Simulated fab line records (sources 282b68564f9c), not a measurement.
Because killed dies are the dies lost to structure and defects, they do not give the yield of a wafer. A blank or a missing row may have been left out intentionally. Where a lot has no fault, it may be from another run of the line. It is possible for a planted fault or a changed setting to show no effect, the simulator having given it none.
fab line records	flow ritCmos
record: lots: 7	wafers: 21	lastDay: 6
route steps=202 shown CONTACT@171 M1@184
lots with no fault: from the same line, run without faults
startH: hours from the record's first day to the start of the lot's first wafer shown	waitH: how many hours have passed since the lot's step before this one	" unchanged from the row above	L1.1+2: a row that stands for several wafers	- either no value or no given start	* or withheld: withheld	< > ~ a bound
route shown NAME@n: NAME is a module with steps in the file, n the number in the route of the first one	usual: mean/standard deviation taken from wafers without a fault	same: alike in all rows	chamber/n: place in a boat	sites: per-site readings	_std_site: standard deviation across them	_edge_site: outer sites' mean less inner sites'	radiusMm: for every site, how far away it sits from the centre of the wafer	mask NAME#n: copy n	behind: the most recent tool/chamber to have shaped the wafer	hold: why the lot was held/for how many hours/how that ended	device: the n, p or np transistor that did not switch	end of line: at the end of the route, the tests of the same wafers	a step given without rows: its recipe and nothing more	killed: count of dies lost to structure and defects at first sort (not the wafer's yield)	map: a wafer's dies, x killed, . not, _ none there
set.NAME: the setting the step ran with; set.NAME@STEP: the setting that earlier step ran with	model.NAME: the simulator's own value behind a step, which no gauge read
a table for each step, a row for each wafer; lots at some steps of the route
services: the hour from which a tool's chamber was out of use, counted from the record's first day as startH (under 0 if before that day), plus the number of hours and why
== steps ==
step: RIT_CONTACT_COAT_03
recipe: resist: NOVOLAK	spinRpm: 3250	resistThkNm: 1000
step: RIT_CONTACT_SOFTBAKE_04
recipe: resist: NOVOLAK	tempC: 90	timeS: 60
step: RIT_CONTACT_EXPOSE_05
recipe: maskId: M11	na: 0.6	sourceShape: conventional	sigmaOuter: 0.5	targetCdNm: 1000	doseMj: 250
step: RIT_CONTACT_PEB_06
recipe: resist: NOVOLAK	tempC: withheld	timeS: withheld
step: RIT_CONTACT_DEVELOP_07
recipe: resist: NOVOLAK	developTimeS: 120	devTempC: 23
step: RIT_CONTACT_CD_MEAS_08
recipe: targetCdNm: 1000
usual: cdNm: 1000.6/2.3
lot.wafer	tool	chamber	startH	waitH	cdNm
L406.3	cdSem-01	-	63.28	-	999.2
L406.4	"	-	"	"	1002.5
L406.6	"	-	"	"	1001.2
L409.2	cdSem-01	-	77.31	-	999.8
L409.5	"	-	"	"	1001.7
L409.6	"	-	"	"	1002.8
L415.2	cdSem-02	-	106.23	-	998.1
L415.3	"	-	"	"	998.6
L415.6	"	-	"	"	996.5
L416.2	cdSem-01	-	111.67	-	997.9
L416.5	"	-	"	"	996.6
L416.6	"	-	"	"	995.5
L418.1	cdSem-01	-	122.09	-	1001.4
L418.4	"	-	"	"	999.7
L418.5	"	-	"	"	1001.3
L419.2	cdSem-02	-	126.15	-	1000.7
L419.3	"	-	"	"	1000.7
L419.5	"	-	"	"	998.9
L423.3	cdSem-02	-	146.88	-	1000.9
L423.4	"	-	"	"	1004.0
L423.5	"	-	"	"	1001.2
step: RIT_CONTACT_OVL_MEAS_09
usual: CONTACT_OVL: 0.2/1.4
lot.wafer	tool	chamber	startH	waitH	CONTACT_OVL[nm]
L406.3	overlay-02	-	63.38	0.1	-0.4
L406.4	"	-	"	"	-1.6
L406.6	"	-	"	"	-0.6
L409.2	overlay-02	-	77.42	0.1	0.3
L409.5	"	-	"	"	0.1
L409.6	"	-	"	"	0.4
L415.2	overlay-01	-	106.34	0.1	2.7
L415.3	"	-	"	"	1.7
L415.6	"	-	"	"	2.3
L416.2	overlay-01	-	111.78	0.1	0.1
L416.5	"	-	"	"	0.4
L416.6	"	-	"	"	0.5
L418.1	overlay-01	-	122.21	0.1	1.8
L418.4	"	-	"	"	0.4
L418.5	"	-	"	"	0.9
L419.2	overlay-01	-	126.25	0.1	2.6
L419.3	"	-	"	"	1.2
L419.5	"	-	"	"	1.3
L423.3	overlay-01	-	146.97	0.1	-2.5
L423.4	"	-	"	"	-0.1
L423.5	"	-	"	"	0.0
step: RIT_CONTACT_HARDBAKE_10
recipe: resist: NOVOLAK	tempC: 140	timeS: 60
step: RIT_CONTACT_ETCH_11
recipe: targetDepthA: 4800	overEtchFrac: 0.2	stopOn: TiSi2	chemistry: CHF3/CF4/Ar	target: SiO2	CHF3_flow_sccm: 50	cf4FlowSccm: 10	Ar_flow_sccm: 100	O2_flow_sccm: 5	pressureMtorr: 100	rfW: 200	timeS: 320
usual: drypumpMotorCurrentA: 5.8/0.44	oesProductAu: 0.987/0.016	throttleValvePct: 8.92/0.12
lot.wafer	tool	chamber	startH	waitH	drypumpMotorCurrentA	oesProductAu	rfHoursCounterH	throttleValvePct
L406.3	rieDiel-01	1	63.55	0.1	6.6	1.000	6	8.67
L406.4	"	2	"	"	5.7	1.019	56	8.97
L406.6	"	0	"	"	5.5	0.995	-	8.87
L409.2	rieDiel-01	0	77.60	0.1	5.5	0.987	6	8.87
L409.5	"	1	"	"	6.6	0.996	-	8.67
L409.6	"	0	"	"	5.5	0.979	-	8.88
L415.2	rieDiel-01	3	106.83	0.1	5.6	1.005	5	9.08
L415.3	"	0	"	"	5.5	0.998	7	8.88
L415.6	"	3	"	"	5.6	0.994	-	9.07
L416.2	rieDiel-02	0	111.96	0.1	5.3	0.973	5	8.90
L416.5	"	0	"	"	5.3	0.969	-	8.90
L416.6	"	3	"	"	6.0	0.999	-	9.04
L418.1	rieDiel-01	0	122.39	0.1	5.5	0.990	7	8.88
L418.4	"	1	"	"	6.6	1.000	7	8.67
L418.5	"	0	"	"	5.5	0.993	-	8.87
L419.2	rieDiel-04	3	126.54	0.1	5.4	0.998	3	9.02
L419.3	"	1	"	"	5.8	0.976	86	8.80
L419.5	"	0	"	"	6.2	0.971	-	8.91
L423.3	rieDiel-01	3	147.14	0.1	5.6	0.995	6	9.06
L423.4	"	3	"	"	5.5	0.992	-	9.06
L423.5	"	1	"	"	6.6	0.994	-	8.66
step: RIT_CONTACT_STRIP_12
recipe: chemistry: O2	timeS: 180	resist: NOVOLAK	platenTempC: withheld	powerW: 500	pressureMtorr: 4000	o2FlowSccm: 4000
usual: drypumpMotorCurrentA: 5.46/0.28	o2FlowSccm: 4003/11
lot.wafer	tool	chamber	startH	waitH	drypumpMotorCurrentA	o2FlowSccm	rfHoursCounterH
L406.3	plasmaAsher-04	0	63.80	0.2	5.42	4012	-
L406.4	"	1	"	"	5.08	3983	-
L406.6	"	0	"	"	5.43	3999	-
L409.2	plasmaAsher-04	0	77.79	0.1	5.40	4002	48
L409.5	"	0	"	"	5.40	3987	-
L409.6	"	1	"	"	5.04	3994	-
L415.2	plasmaAsher-02	1	107.02	0.1	5.53	4015	39
L415.3	"	1	"	"	5.55	4014	-
L415.6	"	0	"	"	5.63	4004	-
L416.2	plasmaAsher-03	1	112.15	0.1	5.45	4021	47
L416.5	"	0	"	"	5.98	4015	-
L416.6	"	1	"	"	5.50	4010	-
L418.1	plasmaAsher-04	1	122.59	0.1	5.08	3983	54
L418.4	"	1	"	"	5.07	4016	-
L418.5	"	0	"	"	5.43	4002	-
L419.2	plasmaAsher-03	0	126.73	0.1	5.96	4011	49
L419.3	"	1	"	"	5.46	4012	-
L419.5	"	0	"	"	5.97	4015	-
L423.3	plasmaAsher-03	0	147.40	0.2	5.96	4018	-
L423.4	"	1	"	"	5.48	3992	-
L423.5	"	0	"	"	5.94	4005	-
step: RIT_CONTACT_CD_MEAS_90
recipe: targetCdNm: 1000
usual: cdNm: 1000.5/2.2
lot.wafer	tool	chamber	startH	waitH	cdNm
L406.3	cdSem-02	-	63.96	0.1	999.0
L406.4	"	-	"	"	1002.5
L406.6	"	-	"	"	1001.0
L409.2	cdSem-02	-	77.99	0.1	999.9
L409.5	"	-	"	"	1001.3
L409.6	"	-	"	"	1002.5
L415.2	cdSem-01	-	107.22	0.1	998.0
L415.3	"	-	"	"	998.3
L415.6	"	-	"	"	997.0
L416.2	cdSem-01	-	112.35	0.1	997.9
L416.5	"	-	"	"	996.8
L416.6	"	-	"	"	995.9
L418.1	cdSem-01	-	122.76	0.1	1002.0
L418.4	"	-	"	"	999.9
L418.5	"	-	"	"	1001.5
L419.2	cdSem-02	-	126.92	0.1	1000.6
L419.3	"	-	"	"	1000.4
L419.5	"	-	"	"	998.9
L423.3	cdSem-02	-	147.55	0.1	1001.2
L423.4	"	-	"	"	1004.4
L423.5	"	-	"	"	1001.5
step: RIT_CONTACT_CLEAN_13
recipe: chemistry: SC1	mix: 3:3:50	timeS: 600	tempC: 74.14
step: RIT_CONTACT_CLEAN_14
recipe: chemistry: SC2	mix: 3:3:50	timeS: 600	tempC: 75	dry: n2Spin
lot.wafer	tool	chamber	startH	waitH
L406.3+4+6	wetBench-03	1	64.23	0.0
L409.2+5+6	wetBench-03	2	78.26	0.0
L415.2+3+6	wetBench-03	1	107.49	0.0
L416.2+5+6	wetBench-03	3	112.64	0.0
L418.1+4+5	wetBench-03	0	123.06	0.0
L419.2+3+5	wetBench-02	3	127.20	0.0
L423.3+4+5	wetBench-02	1	147.82	0.0
step: RIT_M1_SPUTTER_00
recipe: material: Al	targetThkNm: 400	powerW: 2000	chamberPressurePa: 0.4	gas: Ar	timeS: 500	substrateTempC: 25
usual: throttleValvePct: 30.7/0.91
lot.wafer	tool	chamber	startH	waitH	throttleValvePct
L406.3	pvdSputter-03	-	64.40	0.0	32.5
L406.4	"	-	"	"	30.7
L406.6	"	-	"	"	32.5
L409.2	pvdSputter-02	-	78.44	0.0	30.1
L409.5	"	-	"	"	30.9
L409.6	"	-	"	"	31.3
L415.2	pvdSputter-02	-	107.67	0.0	30.3
L415.3	"	-	"	"	31.4
L415.6	"	-	"	"	31.4
L416.2	pvdSputter-03	-	112.82	0.0	30.3
L416.5	"	-	"	"	30.2
L416.6	"	-	"	"	32.4
L418.1	pvdSputter-04	-	123.26	0.0	30.2
L418.4	"	-	"	"	28.6
L418.5	"	-	"	"	30.6
L419.2	pvdSputter-02	-	127.37	0.0	31.4
L419.3	"	-	"	"	31.0
L419.5	"	-	"	"	31.4
L423.3	pvdSputter-02	-	148.00	0.0	31.4
L423.4	"	-	"	"	31.3
L423.5	"	-	"	"	31.3
step: RIT_M1_RS_MEAS_01
recipe: thkMeasGauge: four-point-probe	reads: Al_of_M1_SPUTTER_00
usual: M1_AL_RS: 0.0733/0.00076
lot.wafer	tool	chamber	startH	waitH	M1_AL_RS[ohm/sq]
L406.3	filmMetro-02	-	64.74	0.2	0.0731
L406.4	"	-	"	"	0.0736
L406.6	"	-	"	"	0.0729
L409.2	filmMetro-03	-	78.75	0.2	0.0732
L409.5	"	-	"	"	0.0732
L409.6	"	-	"	"	0.0720
L415.2	filmMetro-04	-	107.98	0.2	0.0745
L415.3	"	-	"	"	0.0741
L415.6	"	-	"	"	0.0744
L416.2	filmMetro-04	-	113.13	0.2	0.0737
L416.5	"	-	"	"	0.0739
L416.6	"	-	"	"	0.0736
L418.1	filmMetro-02	-	123.56	0.1	0.0726
L418.4	"	-	"	"	0.0740
L418.5	"	-	"	"	0.0729
L419.2	filmMetro-02	-	127.69	0.2	0.0725
L419.3	"	-	"	"	0.0734
L419.5	"	-	"	"	0.0725
L423.3	filmMetro-04	-	148.33	0.2	0.0720
L423.4	"	-	"	"	0.0726
L423.5	"	-	"	"	0.0729
step: RIT_M1_THK_MEAS_02
recipe: thkMeasGauge: xrf	reads: Al_of_M1_SPUTTER_00
usual: M1_AL_THK: 405/4.4
lot.wafer	tool	chamber	startH	waitH	M1_AL_THK[nm]
L406.3	filmMetro-02	-	64.84	0.1	405
L406.4	"	-	"	"	401
L406.6	"	-	"	"	408
L409.2	filmMetro-03	-	78.86	0.1	407
L409.5	"	-	"	"	407
L409.6	"	-	"	"	411
L415.2	filmMetro-04	-	108.09	0.1	398
L415.3	"	-	"	"	402
L415.6	"	-	"	"	399
L416.2	filmMetro-04	-	113.24	0.1	402
L416.5	"	-	"	"	404
L416.6	"	-	"	"	402
L418.1	filmMetro-02	-	123.68	0.1	410
L418.4	"	-	"	"	399
L418.5	"	-	"	"	406
L419.2	filmMetro-02	-	127.80	0.1	412
L419.3	"	-	"	"	406
L419.5	"	-	"	"	409
L423.3	filmMetro-04	-	148.43	0.1	415
L423.4	"	-	"	"	411
L423.5	"	-	"	"	407
step: RIT_M1_HMDS_03
recipe: primeTimeS: 60	primeTempC: 140
step: RIT_M1_COAT_04
recipe: resist: NOVOLAK	spinRpm: 2000	resistThkNm: 1300
step: RIT_M1_SOFTBAKE_05
recipe: resist: NOVOLAK	tempC: 90	timeS: 60
step: RIT_M1_EXPOSE_06
recipe: maskId: M12	na: 0.6	sourceShape: conventional	sigmaOuter: 0.5	targetCdNm: 2600	doseMj: 250
step: RIT_M1_PEB_07
recipe: resist: NOVOLAK	tempC: withheld	timeS: withheld
step: RIT_M1_DEVELOP_08
recipe: resist: NOVOLAK	developTimeS: 68	devTempC: 23
step: RIT_M1_CD_MEAS_09
recipe: targetCdNm: 2600
usual: cdNm: 2600.3/2.4
lot.wafer	tool	chamber	startH	waitH	cdNm
L406.3	cdSem-01	-	65.92	-	2599.3
L406.4	"	-	"	"	2598.7
L406.6	"	-	"	"	2600.6
L409.2	cdSem-02	-	79.81	-	2605.2
L409.5	"	-	"	"	2606.7
L409.6	"	-	"	"	2604.8
L415.2	cdSem-02	-	109.04	-	2599.7
L415.3	"	-	"	"	2597.7
L415.6	"	-	"	"	2598.4
L416.2	cdSem-02	-	114.19	-	2598.5
L416.5	"	-	"	"	2598.3
L416.6	"	-	"	"	2598.8
L418.1	cdSem-01	-	124.62	-	2602.2
L418.4	"	-	"	"	2604.0
L418.5	"	-	"	"	2602.9
L419.2	cdSem-02	-	128.87	-	2598.3
L419.3	"	-	"	"	2600.2
L419.5	"	-	"	"	2599.8
L423.3	cdSem-02	-	149.56	-	2601.2
L423.4	"	-	"	"	2599.4
L423.5	"	-	"	"	2603.4
step: RIT_M1_OVL_MEAS_10
usual: M1_OVL: -0.5/1.5
lot.wafer	tool	chamber	startH	waitH	M1_OVL[nm]
L406.3	overlay-01	-	66.02	0.1	1.4
L406.4	"	-	"	"	0.3
L406.6	"	-	"	"	0.5
L409.2	overlay-02	-	79.92	0.1	-1.1
L409.5	"	-	"	"	-1.0
L409.6	"	-	"	"	-0.9
L415.2	overlay-01	-	109.15	0.1	-1.7
L415.3	"	-	"	"	1.2
L415.6	"	-	"	"	2.0
L416.2	overlay-02	-	114.30	0.1	-1.0
L416.5	"	-	"	"	-1.9
L416.6	"	-	"	"	0.1
L418.1	overlay-01	-	124.74	0.1	0.9
L418.4	"	-	"	"	2.1
L418.5	"	-	"	"	2.1
L419.2	overlay-02	-	128.98	0.1	0.5
L419.3	"	-	"	"	1.0
L419.5	"	-	"	"	0.9
L423.3	overlay-01	-	149.66	0.1	-2.7
L423.4	"	-	"	"	-2.4
L423.5	"	-	"	"	-1.8
step: RIT_M1_HARDBAKE_11
recipe: resist: NOVOLAK	tempC: 140	timeS: 120
step: RIT_M1_METAL_ETCH_12
recipe: stopOn: SiO2	chemistry: Cl2/BCl3	target: Al	timeS: 165	overEtchFrac: 0.5	pressureMtorr: 100	targetDepthA: 6000	rfW: 253	Cl2_flow_sccm: 60	bcl3FlowSccm: 50
usual: drypumpMotorCurrentA: 5.66/0.27	oesProductAu: 0.776/0.013	throttleValvePct: 8.30/0.14
lot.wafer	tool	chamber	startH	waitH	drypumpMotorCurrentA	oesProductAu	rfHoursCounterH	throttleValvePct
L406.3	rieMetal-02	0	66.34	0.2	5.70	0.783	-	8.26
L406.4	"	1	"	"	5.84	0.772	-	8.57
L406.6	"	1	"	"	5.83	0.772	-	8.57
L409.2	rieMetal-02	0	80.20	0.2	5.73	0.789	0.7	8.26
L409.5	"	0	"	"	5.73	0.786	-	8.26
L409.6	"	1	"	"	5.89	0.783	-	8.55
L415.2	rieMetal-02	1	109.43	0.2	5.89	0.776	1.1	8.55
L415.3	"	0	"	"	5.70	0.783	-	8.24
L415.6	"	1	"	"	5.85	0.770	-	8.56
L416.2	rieMetal-03	0	114.58	0.2	5.88	0.761	3.1	8.23
L416.5	"	0	"	"	5.88	0.765	-	8.21
L416.6	"	1	"	"	5.52	0.778	-	8.24
L418.1	rieMetal-02	0	125.02	0.2	5.74	0.789	1.3	8.26
L418.4	"	0	"	"	5.74	0.781	-	8.24
L418.5	"	1	"	"	5.85	0.772	-	8.57
L419.2	rieMetal-03	0	129.26	0.2	5.88	0.772	3.2	8.22
L419.3	"	1	"	"	5.47	0.784	-	8.25
L419.5	"	0	"	"	5.89	0.772	-	8.22
L423.3	rieMetal-01	1	149.98	0.2	5.16	0.767	-	8.38
L423.4	"	0	"	"	5.85	0.802	-	8.10
L423.5	"	1	"	"	5.14	0.764	-	8.38
step: RIT_M1_STRIP_13
recipe: chemistry: nmp	resist: NOVOLAK	tempC: 80	timeS: 600	dry: n2Spin
step: RIT_M1_STRIP_14
recipe: chemistry: O2	timeS: 180	platenTempC: withheld	powerW: 500	pressureMtorr: 4000	o2FlowSccm: 4000
usual: drypumpMotorCurrentA: 5.82/0.25	o2FlowSccm: 4000/10
lot.wafer	tool	chamber	startH	waitH	drypumpMotorCurrentA	o2FlowSccm	rfHoursCounterH
L406.3	plasmaAsher-03	1	66.69	0.1	5.45	3998	-
L406.4	"	0	"	"	5.95	4014	-
L406.6	"	1	"	"	5.44	4016	-
L409.2	plasmaAsher-01	1	80.55	0.0	5.77	4007	30
L409.5	"	0	"	"	6.20	3996	-
L409.6	"	1	"	"	5.76	3995	-
L415.2	plasmaAsher-03	0	109.82	0.0	5.96	3998	47
L415.3	"	1	"	"	5.47	4000	-
L415.6	"	1	"	"	5.45	3994	-
L416.2	plasmaAsher-01	1	114.93	0.0	5.76	4013	35
L416.5	"	1	"	"	5.77	3999	-
L416.6	"	0	"	"	6.17	3995	-
L418.1	plasmaAsher-02	0	125.36	0.0	5.60	4017	1
L418.4	"	1	"	"	5.54	3985	-
L418.5	"	0	"	"	5.61	4007	-
L419.2	plasmaAsher-01	0	129.61	0.0	6.17	3994	37
L419.3	"	0	"	"	6.19	4005	-
L419.5	"	1	"	"	5.79	4003	-
L423.3	plasmaAsher-01	0	150.33	0.1	6.17	4012	-
L423.4	"	1	"	"	5.74	3995	-
L423.5	"	1	"	"	5.74	4004	-
step: RIT_M1_CD_MEAS_90
recipe: targetCdNm: 2600
usual: cdNm: 2599.9/2.8
lot.wafer	tool	chamber	startH	waitH	cdNm
L406.3	cdSem-02	-	66.84	0.1	2599.3
L406.4	"	-	"	"	2599.4
L406.6	"	-	"	"	2602.2
L409.2	cdSem-02	-	80.75	0.1	2605.3
L409.5	"	-	"	"	2605.0
L409.6	"	-	"	"	2605.4
L415.2	cdSem-02	-	110.01	0.1	2598.9
L415.3	"	-	"	"	2595.8
L415.6	"	-	"	"	2598.4
L416.2	cdSem-01	-	115.12	0.1	2597.2
L416.5	"	-	"	"	2598.5
L416.6	"	-	"	"	2597.8
L418.1	cdSem-01	-	125.54	0.1	2600.3
L418.4	"	-	"	"	2601.7
L418.5	"	-	"	"	2604.6
L419.2	cdSem-02	-	129.81	0.1	2598.4
L419.3	"	-	"	"	2600.1
L419.5	"	-	"	"	2599.5
L423.3	cdSem-02	-	150.48	0.1	2598.9
L423.4	"	-	"	"	2596.6
L423.5	"	-	"	"	2600.3
step: RIT_M1_ANNEAL_15
recipe: tempC: 450	timeS: 1800	ambient: forming_gas_H2N2
step: RIT_M1_BOW_MEAS_16
recipe: mode: bow
usual: M1_BOW: 16/6.4
lot.wafer	tool	chamber	startH	waitH	M1_BOW[um]
L406.3	filmMetro-04	-	68.46	0.0	19
L406.4	"	-	"	"	17
L406.6	"	-	"	"	15
L409.2	filmMetro-04	-	82.37	0.0	23
L409.5	"	-	"	"	19
L409.6	"	-	"	"	15
L415.2	filmMetro-04	-	111.63	0.0	7
L415.3	"	-	"	"	9
L415.6	"	-	"	"	4
L416.2	filmMetro-03	-	116.74	0.0	15
L416.5	"	-	"	"	24
L416.6	"	-	"	"	16
L418.1	filmMetro-03	-	128.45	0.0	13
L418.4	"	-	"	"	17
L418.5	"	-	"	"	17
L419.2	filmMetro-04	-	132.52	0.0	17
L419.3	"	-	"	"	9
L419.5	"	-	"	"	17
L423.3	filmMetro-04	-	152.83	0.0	3
L423.4	"	-	"	"	20
L423.5	"	-	"	"	23
step: RIT_M1_PROBE_99
usual: killedAtContacts: 0.1/0.24	killedAtFrontEnd: 7/3	killedDies: 7/3	killedOnRim: 1.9/1.4	killedOpen: 3.2/1.8	killedShort: 3.5/2.1
same: grossDies: 264	killed_at_M0_to_M3: 0	killed_at_M4_up: 0	killedAtBackSide: 0	killedAtOther: 0
lot.wafer	tool	chamber	startH	waitH	hold	killedAtContacts	killedAtFrontEnd	killedDies	killedOnRim	killedOpen	killedShort
L406.3	prober-01	-	68.64	0.2	-	0	5	5	0	1	4
L406.4	prober-01	-	68.69	0.2	-	0	5	5	1	3	2
L406.6	prober-01	-	68.79	0.2	-	0	3	3	1	3	0
L409.2	prober-01	-	82.52	0.1	-	0	7	7	2	3	4
L409.5	prober-01	-	82.67	0.2	-	0	5	5	1	2	3
L409.6	prober-01	-	82.72	0.2	-	0	3	3	0	2	1
L415.2	prober-01	-	111.78	0.1	awaitDispo/2.4h/release	10	8	18	9	4	4
L415.3	prober-01	-	111.83	0.2	awaitDispo/2.4h/release	11	8	19	8	5	3
L415.6	prober-01	-	111.98	0.2	awaitDispo/2.4h/release	16	3	19	7	0	3
L416.2	prober-02	-	116.89	0.1	awaitDispo/1.1h/release	23	6	29	13	2	4
L416.5	prober-02	-	117.04	0.2	awaitDispo/1.1h/release	20	3	23	7	2	1
L416.6	prober-02	-	117.09	0.2	awaitDispo/1.1h/release	22	5	27	10	5	0
L418.1	prober-02	-	128.57	0.1	awaitDispo/2.3h/release	25	7	32	1	2	5
L418.4	prober-02	-	128.72	0.2	awaitDispo/2.3h/release	24	6	30	1	1	5
L418.5	prober-02	-	128.77	0.2	awaitDispo/2.3h/release	27	8	35	2	3	5
L419.2	prober-01	-	132.67	0.1	-	0	2	2	0	1	1
L419.3	prober-01	-	132.72	0.2	-	0	8	8	2	3	5
L419.5	prober-01	-	132.82	0.2	-	0	6	6	1	3	3
L423.3	prober-01	-	153.01	0.2	-	0	6	6	0	3	3
L423.4	prober-01	-	153.06	0.2	-	0	6	6	0	3	3
L423.5	prober-01	-	153.11	0.2	-	0	6	6	0	3	3
killed by level:class
L406.3 SPACER:geometricParticle:short=3 REOX:geometricParticle:short=1 SILICIDE:geometricParticle:open=1
L406.4 GATE:geometricParticle:open=3 GATE:geometricParticle:short=1 SPACER:geometricParticle:short=1
L406.6 SPACER:geometricParticle:open=2 SILICIDE:geometricParticle:open=1
L409.2 REOX:geometricParticle:short=2 FOX1:geometricParticle:open=1 FOX1:geometricParticle:short=1 GATE:geometricParticle:short=1 REOX:geometricParticle:open=1 SILICIDE:geometricParticle:open=1
L409.5 SPACER:geometricParticle:short=2 GATE:geometricParticle:open=1 GATE:geometricParticle:short=1 SPACER:geometricParticle:open=1
L409.6 GATE:geometricParticle:short=1 REOX:geometricParticle:open=1 SILICIDE:geometricParticle:open=1
L415.2 CONTACT:unspecified=10 FOX1:geometricParticle:short=2 GATE:geometricParticle:open=2 FOX1:geometricParticle:open=1 GATE:geometricParticle:short=1 REOX:geometricParticle:open=1 SPACER:geometricParticle:short=1
L415.3 CONTACT:unspecified=11 SPACER:geometricParticle:open=4 REOX:geometricParticle:short=2 FOX1:geometricParticle:open=1 GATE:geometricParticle:short=1
L415.6 CONTACT:unspecified=16 FOX2:geometricParticle:short=2 GATE:geometricParticle:short=1
L416.2 CONTACT:unspecified=23 FOX2:geometricParticle:short=2 FOX1:geometricParticle:short=1 FOX1:geometricParticle:open=1 REOX:geometricParticle:short=1 SILICIDE:geometricParticle:open=1
L416.5 CONTACT:unspecified=20 FOX1:geometricParticle:open=1 FOX1:geometricParticle:short=1 SILICIDE:geometricParticle:open=1
L416.6 CONTACT:unspecified=22 SPACER:geometricParticle:open=3 FOX1:geometricParticle:open=1 GATE:geometricParticle:open=1
L418.1 CONTACT:unspecified=25 REOX:geometricParticle:short=2 SPACER:geometricParticle:short=2 GATE:geometricParticle:short=1 GATE:geometricParticle:open=1 SPACER:geometricParticle:open=1
L418.4 CONTACT:unspecified=24 SPACER:geometricParticle:short=4 GATE:geometricParticle:short=1 SPACER:geometricParticle:open=1
L418.5 CONTACT:unspecified=27 GATE:geometricParticle:short=4 SILICIDE:geometricParticle:open=2 REOX:geometricParticle:open=1 SILICIDE:geometricParticle:short=1
L419.2 GATE:geometricParticle:open=1 GATE:geometricParticle:short=1
L419.3 GATE:geometricParticle:short=3 GATE:geometricParticle:open=2 SPACER:geometricParticle:short=2 FOX1:geometricParticle:open=1
L419.5 GATE:geometricParticle:open=3 SPACER:geometricParticle:short=2 FOX2:geometricParticle:short=1
L423.3 SILICIDE:geometricParticle:short=2 FOX1:geometricParticle:open=1 GATE:geometricParticle:open=1 GATE:geometricParticle:short=1 SILICIDE:geometricParticle:open=1
L423.4 FOX2:geometricParticle:short=2 GATE:geometricParticle:open=2 FOX2:geometricParticle:open=1 SPACER:geometricParticle:short=1
L423.5 SPACER:geometricParticle:open=2 FOX2:geometricParticle:short=1 FOX2:geometricParticle:open=1 GATE:geometricParticle:short=1 SPACER:geometricParticle:short=1
map L415.3 (x killed, . not)
________.....x._______
_____xxx..........____
____xx..x..........___
___x.x..x...........__
__..x.x...........x.._
__..................._
_.x...................
_.....................
_.....................
_......x..............
__..x.x.............._
__...........xx......_
___.................__
____...............___
_____.............____
________......._______
map L416.2 (x killed, . not)
________......._______
_____.........x..x____
____...............___
___.................__
__..................._
__.................x._
_.....................
_.....................
_.....................
_.....................
__.............xxxxxx_
__.............xxxxxx_
___............xxxxx__
____..........xxxxx___
_____..x........xx____
________...x..._______
== services ==
tool	chamber	startH	hours	kind
pvdSputter-02	-	42.87	1.9	repair
rieMetal-02	-	44.62	14.6	pm
rieMetal-03	-	48.69	2.8	pm
rieDiel-02	1	58.30	5.1	repair
plasmaAsher-03	-	60.21	2.8	pm
rieMetal-02	-	64.48	0.8	repair
rieMetal-03	1	68.33	10.2	repair
rieMetal-02	1	69.28	1.9	repair
plasmaAsher-03	-	81.50	28.1	pm
pvdSputter-04	-	86.09	1.1	repair
rieDiel-02	1	90.58	3.9	repair
rieDiel-02	2	104.33	14.5	repair
rieDiel-01	-	107.19	14.6	pm
plasmaAsher-02	-	108.75	9.0	pm
rieMetal-03	-	109.74	0.2	repair
rieMetal-01	-	113.37	4.3	pm
rieDiel-04	-	116.13	2.8	pm
rieDiel-01	-	122.60	1.5	repair
rieDiel-02	0	128.17	2.4	repair
plasmaAsher-03	-	131.59	9.1	repair
rieDiel-01	2	135.59	19.8	repair
wetBench-02	-	136.28	1.9	repair
rieDiel-02	2	143.72	1.5	repair
pvdSputter-04	-	144.10	7.5	repair
== key ==
firstSign: step: RIT_M1_PROBE_99	reading: killedAtContacts	direction: up	sigmas: 20	usual: 0.1	struck: 19.8
effect: step: RIT_M1_PROBE_99	reading: killedDies	direction: up	sigmas: 6.3	usual: 7	struck: 26
metAt RIT_CONTACT_CLEAN_14
struckWafers L415.2,L415.3,L415.6,L416.2,L416.5,L416.6,L418.1,L418.4,L418.5
testerLeftOut L415,L416,L418
onsetBetween 78.26 107.49
fault: kind: chamberParticleSource	tool: wetBench-03	chamber: -	onsetH: 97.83	steps: RIT_CONTACT_CLEAN_14	ratePerVisitCm2: 0.45	endH: 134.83
testerLeftOut: of these lots the tester's yield and bins aren't shown, on N5 and GAA mostly nor the transistor test; their killed dies are dies lost to structure and defects alone, not to doping, threshold or leakage, so they don't give the yield
